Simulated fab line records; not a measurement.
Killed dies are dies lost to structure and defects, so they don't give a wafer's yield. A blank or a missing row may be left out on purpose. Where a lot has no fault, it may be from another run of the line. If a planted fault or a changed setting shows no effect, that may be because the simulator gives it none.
fab line records	flow rit_cmos
record: lots: 7	wafers: 21	last_day: 6
route steps=202 shown M1@188
lots that met no fault: taken from a fault-free run of the same line
start_h: hours from the record's first day to the start of the lot's first wafer shown	wait_h: hours from the lot's prior step to this one	" same as the row above	L1.1+2: one row covering several wafers at once	- either no value or no given start	* or withheld: withheld	< > ~ a bound
route shown NAME@n: a module of which the file shows steps, and the number in the route of the first	usual: average and standard deviation across the fault-free wafers	same: alike in all rows	chamber/n: place in a boat	sites: readings site by site	_std_site: how widely they spread, as a standard deviation	_edge_site: the outer-site mean with the inner-site mean subtracted	radius_mm: how far each site lies from the wafer's centre	mask NAME#n: copy n	behind: the last tool/chamber to shape the wafer	hold: why the lot went on hold/how many hours it stayed there/how the hold came to an end	device: transistor that didn't switch, given as n, p or np	end of line: the same wafers' tests at the end of the route	a step given without rows: its recipe and nothing more	killed: at the first sort, the dies lost to defects and structure; wafer yield is something else	map: shows each die of a wafer: x if killed, . if not, _ if none is there
set.NAME: the setting as run; set.NAME@STEP: as run at that earlier step	model.NAME: the simulator's own value behind a step, which no gauge read
lots at some steps of the route; a table a step, a row a wafer
services: when a tool's chamber went out of use (start_h, in hours from the record's first day, below 0 if earlier), for how many hours, and the reason
== steps ==
step: RIT_M1_COAT_04
recipe: resist: NOVOLAK	spin_rpm: 2000	resist_thk_nm: 1300
step: RIT_M1_SOFTBAKE_05
recipe: resist: NOVOLAK	temp_c: 90	time_s: 60
step: RIT_M1_EXPOSE_06
recipe: mask_id: M12	na: 0.6	source_shape: conventional	sigma_outer: 0.5	target_cd_nm: 2600	dose_mj: 250
step: RIT_M1_PEB_07
recipe: resist: NOVOLAK	temp_c: withheld	time_s: withheld
step: RIT_M1_DEVELOP_08
recipe: resist: NOVOLAK	develop_time_s: 68	dev_temp_c: 23
step: RIT_M1_CD_MEAS_09
recipe: target_cd_nm: 2600
usual: cd_nm: 2599.5/2.1
lot.wafer	tool	chamber	start_h	wait_h	cd_nm
L764.1	cd_sem-01	-	65.91	-	2599.5
L764.4	"	-	"	"	2599.9
L764.6	"	-	"	"	2597.1
L766.1	cd_sem-01	-	78.37	-	2597.1
L766.3	"	-	"	"	2596.2
L766.5	"	-	"	"	2599.5
L770.3	cd_sem-01	-	95.01	-	2597.4
L770.4	"	-	"	"	2596.0
L770.5	"	-	"	"	2596.2
L771.1	cd_sem-01	-	96.99	-	2602.0
L771.3	"	-	"	"	2605.1
L771.5	"	-	"	"	2605.5
L775.1	cd_sem-01	-	119.92	-	2598.0
L775.2	"	-	"	"	2598.6
L775.6	"	-	"	"	2597.6
L776.2	cd_sem-01	-	127.30	-	2600.4
L776.3	"	-	"	"	2600.7
L776.4	"	-	"	"	2600.4
L777.1	cd_sem-01	-	137.31	-	2600.1
L777.2	"	-	"	"	2599.6
L777.5	"	-	"	"	2600.4
step: RIT_M1_OVL_MEAS_10
usual: M1_OVL: 0.0/1.4
lot.wafer	tool	chamber	start_h	wait_h	M1_OVL[nm]
L764.1	overlay-01	-	66.03	0.1	-0.6
L764.4	"	-	"	"	0.4
L764.6	"	-	"	"	-0.5
L766.1	overlay-01	-	78.49	0.1	-0.7
L766.3	"	-	"	"	-0.8
L766.5	"	-	"	"	-2.9
L770.3	overlay-01	-	95.10	0.1	2.4
L770.4	"	-	"	"	1.6
L770.5	"	-	"	"	3.5
L771.1	overlay-01	-	97.11	0.1	-2.1
L771.3	"	-	"	"	-2.5
L771.5	"	-	"	"	-0.6
L775.1	overlay-01	-	120.04	0.1	-1.9
L775.2	"	-	"	"	1.2
L775.6	"	-	"	"	-2.2
L776.2	overlay-02	-	127.41	0.1	0.0
L776.3	"	-	"	"	0.8
L776.4	"	-	"	"	0.4
L777.1	overlay-02	-	137.43	0.1	0.1
L777.2	"	-	"	"	0.4
L777.5	"	-	"	"	-1.0
step: RIT_M1_HARDBAKE_11
recipe: resist: NOVOLAK	temp_c: 140	time_s: 120
step: RIT_M1_METAL_ETCH_12
recipe: stop_on: SiO2	chemistry: Cl2/BCl3	target: Al	time_s: 165	over_etch_frac: 0.5	pressure_mtorr: 100	target_depth_a: 6000	rf_w: 250	Cl2_flow_sccm: 60	bcl3_flow_sccm: 50
usual: drypump_motor_current_A: 5.71/0.26	oes_product_au: 0.781/0.011	throttle_valve_pct: 8.26/0.13
lot.wafer	tool	chamber	start_h	wait_h	drypump_motor_current_A	oes_product_au	rf_hours_counter_h	throttle_valve_pct
L764.1	rie_metal-03	1	66.32	0.2	5.81	0.775	0.6	8.33
L764.4	"	1	"	"	5.80	0.782	-	8.33
L764.6	"	0	"	"	5.18	0.766	-	8.44
L766.1	rie_metal-02	0	78.78	0.2	5.39	0.772	2.7	8.39
L766.3	"	1	"	"	6.05	0.779	-	8.07
L766.5	"	1	"	"	6.04	0.779	-	8.08
L770.3	rie_metal-03	0	95.58	0.2	5.20	0.775	-	8.43
L770.4	"	1	"	"	5.82	0.782	-	8.34
L770.5	"	1	"	"	5.81	0.787	-	8.33
L771.1	rie_metal-01	0	97.39	0.2	5.88	0.787	4.5	8.26
L771.3	"	0	"	"	5.87	0.785	-	8.25
L771.5	"	0	"	"	5.84	0.780	-	8.26
L775.1	rie_metal-02	0	120.33	0.2	5.35	0.766	3.2	8.38
L775.2	"	1	"	"	6.05	0.779	3.2	8.07
L775.6	"	1	"	"	6.07	0.775	-	8.08
L776.2	rie_metal-03	1	127.74	0.2	5.82	0.788	-	8.33
L776.3	"	1	"	"	5.85	0.792	-	8.34
L776.4	"	1	"	"	5.83	0.786	-	8.35
L777.1	rie_metal-01	1	137.72	0.2	5.59	0.776	4.9	8.13
L777.2	"	0	"	"	5.85	0.776	4.9	8.25
L777.5	"	1	"	"	5.62	0.788	-	8.11
step: RIT_M1_STRIP_13
recipe: chemistry: nmp	resist: NOVOLAK	temp_c: 80	time_s: 600	dry: n2_spin
step: RIT_M1_STRIP_14
recipe: chemistry: O2	time_s: 180	platen_temp_c: withheld	power_w: 500	pressure_mtorr: 4000	o2_flow_sccm: 4000
usual: drypump_motor_current_A: 5.6/0.56	o2_flow_sccm: 3998/11
lot.wafer	tool	chamber	start_h	wait_h	drypump_motor_current_A	o2_flow_sccm	rf_hours_counter_h
L764.1	plasma_asher-03	0	66.66	0.0	6.4	3995	30
L764.4	"	1	"	"	5.9	3990	-
L764.6	"	0	"	"	6.4	4007	-
L766.1	plasma_asher-02	0	79.12	0.0	5.8	3982	42
L766.3	"	1	"	"	5.6	4017	-
L766.5	"	1	"	"	5.6	4002	-
L770.3	plasma_asher-01	1	95.95	0.1	6.1	3989	-
L770.4	"	0	"	"	4.7	3992	-
L770.5	"	0	"	"	4.8	3973	-
L771.1	plasma_asher-01	1	97.75	0.0	6.0	3984	42
L771.3	"	1	"	"	6.0	3982	-
L771.5	"	0	"	"	4.7	4008	-
L775.1	plasma_asher-02	0	120.67	0.0	5.8	3986	45
L775.2	"	1	"	"	5.6	4018	45
L775.6	"	0	"	"	5.8	3993	-
L776.2	plasma_asher-03	1	128.20	0.0	5.9	4012	36
L776.3	"	0	"	"	6.4	3983	-
L776.4	"	1	"	"	5.9	4009	-
L777.1	plasma_asher-01	0	138.06	0.0	4.8	3996	46
L777.2	"	1	"	"	6.0	3994	46
L777.5	"	0	"	"	4.7	3978	-
step: RIT_M1_CD_MEAS_90
recipe: target_cd_nm: 2600
usual: cd_nm: 2599.3/2.2
lot.wafer	tool	chamber	start_h	wait_h	cd_nm
L764.1	cd_sem-01	-	66.83	0.1	2599.3
L764.4	"	-	"	"	2598.8
L764.6	"	-	"	"	2597.4
L766.1	cd_sem-01	-	79.29	0.1	2597.6
L766.3	"	-	"	"	2596.9
L766.5	"	-	"	"	2599.6
L770.3	cd_sem-01	-	96.10	0.1	2598.1
L770.4	"	-	"	"	2595.8
L770.5	"	-	"	"	2593.8
L771.1	cd_sem-01	-	97.92	0.1	2600.6
L771.3	"	-	"	"	2603.8
L771.5	"	-	"	"	2604.4
L775.1	cd_sem-01	-	120.96	0.2	2598.7
L775.2	"	-	"	"	2599.2
L775.6	"	-	"	"	2598.9
L776.2	cd_sem-01	-	128.41	0.2	2599.7
L776.3	"	-	"	"	2600.9
L776.4	"	-	"	"	2600.0
L777.1	cd_sem-01	-	138.23	0.1	2598.7
L777.2	"	-	"	"	2600.8
L777.5	"	-	"	"	2600.5
step: RIT_M1_ANNEAL_15
recipe: temp_c: 450	time_s: 1800	ambient: forming_gas_H2N2
usual: spike_tc_centre_C: 452.7/0.99	spike_tc_load_C: 468.5/0.94	spike_tc_source_C: 463.8/1.1	tube_center_temp_C: 450/0.041	tube_center_temp_C_max: 451.18/0.22	zone_power_centre_pct: 21.66/0.22	zone_power_load_pct: 6.99/0.072	zone_power_source_pct: 8.14/0.077
lot.wafer	tool	chamber	start_h	wait_h	spike_tc_centre_C	spike_tc_load_C	spike_tc_source_C	tube_center_temp_C	tube_center_temp_C_max	zone_power_centre_pct	zone_power_load_pct	zone_power_source_pct
L764.1	furnace-02	0	68.12	1.3	452.1	468.5	464.5	450.03	451.15	21.64	6.90	8.13
L764.4	"	0	"	"	452.5	468.0	462.9	450.01	451.07	21.98	7.12	8.11
L764.6	"	0	"	"	453.3	467.0	461.2	449.87	451.23	21.83	6.98	8.17
L766.1	furnace-02	0	79.41	0.1	454.1	467.9	463.9	449.96	450.99	21.80	7.06	8.10
L766.3	"	0	"	"	452.7	468.9	462.6	450.05	451.94	22.01	7.00	8.01
L766.5	"	0	"	"	452.1	468.1	465.2	450.02	451.28	21.61	6.99	8.18
L770.3	furnace-02	0	96.18	0.1	452.0	468.6	465.1	449.9	451.18	21.77	7.03	8.19
L770.4	"	0	"	"	453.5	469.7	463.0	450.02	451.72	22.15	7.12	8.03
L770.5	"	0	"	"	452.6	468.5	464.4	450.01	451.10	21.73	7.02	8.11
L771.1	furnace-02	0	98.04	0.1	452.2	467.6	462.6	449.98	450.97	21.70	6.97	8.07
L771.3	"	0	"	"	453.1	467.5	462.1	450	451.33	21.82	7.11	8.10
L771.5	"	0	"	"	452.7	469.2	464.6	450.1	451.21	21.34	6.96	8.20
L775.1	furnace-02	0	121.08	0.1	422.7	438.8	434.3	420.03	421.18	20.25	6.30	7.30
L775.2	"	0	"	"	421.8	438.0	433.5	420.04	421.35	19.97	6.16	7.26
L775.6	"	0	"	"	423.2	437.9	433.6	419.91	421.00	19.97	6.19	7.18
L776.2	furnace-02	0	128.51	0.1	422.1	438.6	434.7	420.03	421.10	20.13	6.33	7.20
L776.3	"	0	"	"	421.9	439.0	433.6	419.98	421.30	20.15	6.07	7.25
L776.4	"	0	"	"	424.3	437.0	432.3	419.94	421.17	19.96	6.21	7.26
L777.1	furnace-02	0	138.35	0.1	423.3	437.3	433.4	420.04	420.95	20.03	6.29	7.24
L777.2	"	0	"	"	424.1	437.0	431.2	420.01	421.33	20.07	6.20	7.18
L777.5	"	0	"	"	423.8	439.6	431.7	420.03	421.91	20.30	6.31	7.21
step: RIT_M1_BOW_MEAS_16
recipe: mode: bow
usual: M1_BOW: 17/7.1
lot.wafer	tool	chamber	start_h	wait_h	M1_BOW[um]
L764.1	film_metro-03	-	69.62	0.0	26
L764.4	"	-	"	"	16
L764.6	"	-	"	"	10
L766.1	film_metro-03	-	80.91	0.0	29
L766.3	"	-	"	"	13
L766.5	"	-	"	"	5
L770.3	film_metro-04	-	97.72	0.0	28
L770.4	"	-	"	"	17
L770.5	"	-	"	"	17
L771.1	film_metro-03	-	99.54	0.0	7
L771.3	"	-	"	"	10
L771.5	"	-	"	"	20
L775.1	film_metro-04	-	122.58	0.0	10
L775.2	"	-	"	"	18
L775.6	"	-	"	"	15
L776.2	film_metro-02	-	130.03	0.0	11
L776.3	"	-	"	"	17
L776.4	"	-	"	"	29
L777.1	film_metro-04	-	139.85	0.0	17
L777.2	"	-	"	"	18
L777.5	"	-	"	"	25
step: RIT_M1_PROBE_99
usual: defect_limited_yield: 97.5/1	killed_at_M0_to_M3: 0.0/0.083	killed_at_front_end: 6.6/2.7	killed_dies: 6.7/2.7	killed_open: 3.4/2	killed_short: 3.2/1.8	sort_bin_3_pad_short: 0.1/0.23	sort_bin_5_function: 1.4/0.68	sort_bin_6_memory: 1.0/0.62	sort_n_pass: 257.3/2.7	sort_yield_pct: 97.5/1
same: gross_dies: 264	killed_at_M4_up: 0	killed_at_back_side: 0	killed_at_contacts: 0	killed_at_other: 0
lot.wafer	tool	chamber	start_h	wait_h	defect_limited_yield[%]	killed_at_M0_to_M3	killed_at_front_end	killed_dies	killed_open	killed_short	sort_bin_3_pad_short[%]	sort_bin_5_function[%]	sort_bin_6_memory[%]	sort_n_pass	sort_yield_pct[%]	model.etest.nmos_0p15.junction_log10_a_um	model.etest.contact_nplus.rc_ohm	model.etest.contact_npoly.rc_ohm	model.etest.contact_ppoly.rc_ohm	model.etest.contact_pplus.rc_ohm
L764.1	prober-01	-	69.74	0.1	98.5	0	4	4	2	2	0	0.8	0.8	260.0	98.5	-13.37	1.399	1.399	1.411	1.361
L764.4	prober-01	-	69.89	0.2	97.0	0	8	8	4	4	0	1.9	1.1	256.0	97.0	-13.17	1.421	1.381	1.357	1.369
L764.6	prober-01	-	69.99	0.2	97.3	0	7	7	5	2	0	0.8	1.9	257.0	97.3	-13.48	1.389	1.357	1.441	1.31
L766.1	prober-01	-	81.03	0.1	98.1	0	5	5	1	4	0.4	0.8	0.8	259.0	98.1	-13.62	1.357	1.443	1.38	1.397
L766.3	prober-01	-	81.13	0.2	98.9	0	3	3	3	0	0	0.8	0.4	261.0	98.9	-13.7	1.36	1.366	1.364	1.353
L766.5	prober-01	-	81.23	0.2	96.2	0	10	10	7	3	0	2.3	1.5	254.0	96.2	-13.7	1.373	1.413	1.33	1.331
L770.3	prober-01	-	97.90	0.2	97.7	0	6	6	4	2	0	1.1	1.1	258.0	97.7	-13.5	1.356	1.32	1.344	1.36
L770.4	prober-01	-	97.95	0.2	97.7	0	6	6	3	3	0	0.4	1.9	258.0	97.7	-13.6	1.404	1.414	1.373	1.37
L770.5	prober-01	-	98.00	0.2	95.8	0	11	11	6	5	0	1.5	2.7	253.0	95.8	-13.73	1.398	1.38	1.314	1.375
L771.1	prober-02	-	99.66	0.1	97.7	0	6	6	6	0	0	1.1	1.1	258.0	97.7	-13.73	1.412	1.389	1.405	1.355
L771.3	prober-02	-	99.76	0.2	98.5	0	4	4	1	3	0.4	0.4	0.8	260.0	98.5	-13.6	1.403	1.45	1.389	1.388
L771.5	prober-02	-	99.86	0.2	98.1	0	5	5	3	2	0	1.1	0.8	259.0	98.1	-13.46	1.393	1.373	1.459	1.405
L775.1	prober-02	-	122.70	0.1	98.1	0	5	5	2	3	0	1.1	0.8	259.0	98.1	-13.52	1.451	1.512	1.513	1.484
L775.2	prober-02	-	122.75	0.1	98.5	0	4	4	0	4	0	0.8	0.8	260.0	98.5	-13.62	1.533	1.513	1.513	1.526
L775.6	prober-02	-	122.95	0.2	98.1	0	5	5	0	5	0.4	0.8	0.8	259.0	98.1	-13.53	1.538	1.494	1.526	1.456
L776.2	prober-01	-	130.18	0.1	97.7	0	6	6	3	3	0	1.5	0.8	258.0	97.7	-13.73	1.537	1.512	1.544	1.533
L776.3	prober-01	-	130.23	0.2	98.1	1	4	5	2	3	0	0.8	1.1	259.0	98.1	-13.7	1.542	1.552	1.554	1.524
L776.4	prober-01	-	130.28	0.2	97.7	0	6	6	2	4	0.4	0.4	1.5	258.0	97.7	-13.71	1.533	1.499	1.486	1.495
L777.1	prober-02	-	139.97	0.1	95.1	0	13	13	6	5	0	2.3	2.7	251.0	95.1	-13.75	1.5	1.559	1.472	1.483
L777.2	prober-02	-	140.02	0.1	97.7	0	6	6	2	2	0	1.5	0.8	258.0	97.7	-13.75	1.473	1.547	1.556	1.527
L777.5	prober-02	-	140.17	0.2	97.3	0	7	7	1	5	0.4	1.1	1.1	257.0	97.3	-13.91	1.615	1.521	1.53	1.556
killed by level:class
L764.1 FOX1:geometric_particle:open=1 GATE:geometric_particle:short=1 SPACER:geometric_particle:short=1 SPACER:geometric_particle:open=1
L764.4 FOX1:geometric_particle:short=3 GATE:geometric_particle:open=3 FOX1:geometric_particle:open=1 GATE:geometric_particle:short=1
L764.6 FOX1:geometric_particle:open=2 FOX1:geometric_particle:short=1 GATE:geometric_particle:open=1 REOX:geometric_particle:open=1 REOX:geometric_particle:short=1 SPACER:geometric_particle:open=1
L766.1 FOX2:geometric_particle:short=1 GATE:geometric_particle:short=1 REOX:geometric_particle:short=1 REOX:geometric_particle:open=1 SILICIDE:geometric_particle:short=1
L766.3 FOX2:geometric_particle:open=1 GATE:geometric_particle:open=1 REOX:geometric_particle:open=1
L766.5 FOX1:geometric_particle:short=2 REOX:geometric_particle:open=2 SPACER:geometric_particle:open=2 FOX1:geometric_particle:open=1 FOX2:geometric_particle:open=1 REOX:geometric_particle:short=1 SILICIDE:geometric_particle:open=1
L770.3 GATE:geometric_particle:open=3 SILICIDE:geometric_particle:short=2 SILICIDE:geometric_particle:open=1
L770.4 GATE:geometric_particle:open=3 SILICIDE:geometric_particle:short=2 GATE:geometric_particle:short=1
L770.5 GATE:geometric_particle:short=3 FOX1:geometric_particle:open=2 SILICIDE:geometric_particle:open=2 SILICIDE:geometric_particle:short=2 FOX2:geometric_particle:open=1 GATE:geometric_particle:open=1
L771.1 GATE:geometric_particle:open=5 REOX:geometric_particle:open=1
L771.3 FOX2:geometric_particle:short=1 GATE:geometric_particle:short=1 SPACER:geometric_particle:open=1 SILICIDE:geometric_particle:short=1
L771.5 GATE:geometric_particle:short=2 FOX2:geometric_particle:open=1 GATE:geometric_particle:open=1 SILICIDE:geometric_particle:open=1
L775.1 GATE:geometric_particle:short=2 FOX1:geometric_particle:short=1 GATE:geometric_particle:open=1 SILICIDE:geometric_particle:open=1
L775.2 FOX1:geometric_particle:short=1 FOX2:geometric_particle:short=1 SPACER:geometric_particle:short=1 SILICIDE:geometric_particle:short=1
L775.6 GATE:geometric_particle:short=2 REOX:geometric_particle:short=2 SPACER:geometric_particle:short=1
L776.2 GATE:geometric_particle:short=2 FOX1:geometric_particle:open=1 FOX2:geometric_particle:open=1 SPACER:geometric_particle:open=1 SILICIDE:geometric_particle:short=1
L776.3 GATE:geometric_particle:short=2 GATE:geometric_particle:open=1 SILICIDE:geometric_particle:open=1 M1:geometric_particle:short=1
L776.4 REOX:geometric_particle:short=3 GATE:geometric_particle:short=1 REOX:geometric_particle:open=1 SPACER:geometric_particle:open=1
L777.1 GATE:geometric_particle:short=2 GATE:geometric_particle:open=2 REOX:geometric_particle:open=2 SPACER:geometric_particle:short=2 PSD:coat_microbubble_printed=2 FOX1:geometric_particle:open=1 FOX2:geometric_particle:short=1 SPACER:geometric_particle:open=1
L777.2 PSD:coat_microbubble_printed=2 FOX1:geometric_particle:short=1 GATE:geometric_particle:short=1 GATE:geometric_particle:open=1 REOX:geometric_particle:open=1
L777.5 SPACER:geometric_particle:short=3 GATE:geometric_particle:short=2 GATE:geometric_particle:open=1 PSD:coat_microbubble_printed=1
== services ==
tool	chamber	start_h	hours	kind
plasma_asher-02	-	83.87	14.6	pm
rie_metal-01	-	90.10	0.4	repair
plasma_asher-01	-	103.33	0.4	repair
rie_metal-02	-	125.88	1.9	repair
== key ==
first_sign: step: RIT_M1_ANNEAL_15	reading: tube_center_temp_C	direction: down	sigmas: 99+	usual: *	struck: *
effect: step: RIT_M1_ANNEAL_15	reading: tube_center_temp_C_max	direction: down	sigmas: 99+	usual: *	struck: *
model_effect: step: RIT_M1_PROBE_99	value: etest.nmos_0p15.junction_log10_a_um	without: -13.53	struck: -13.69
met_at RIT_M1_ANNEAL_15
struck_wafers L775.1,L775.2,L775.6,L776.2,L776.3,L776.4,L777.1,L777.2,L777.5
onset_between 98.04 121.08
fault: kind: process_parameter_drift	tool: furnace-02	chamber: -	onset_h: 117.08	steps: RIT_M1_ANNEAL_15	channel: temp_c	offset: *	shape: step	end_h: 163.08	stated: *
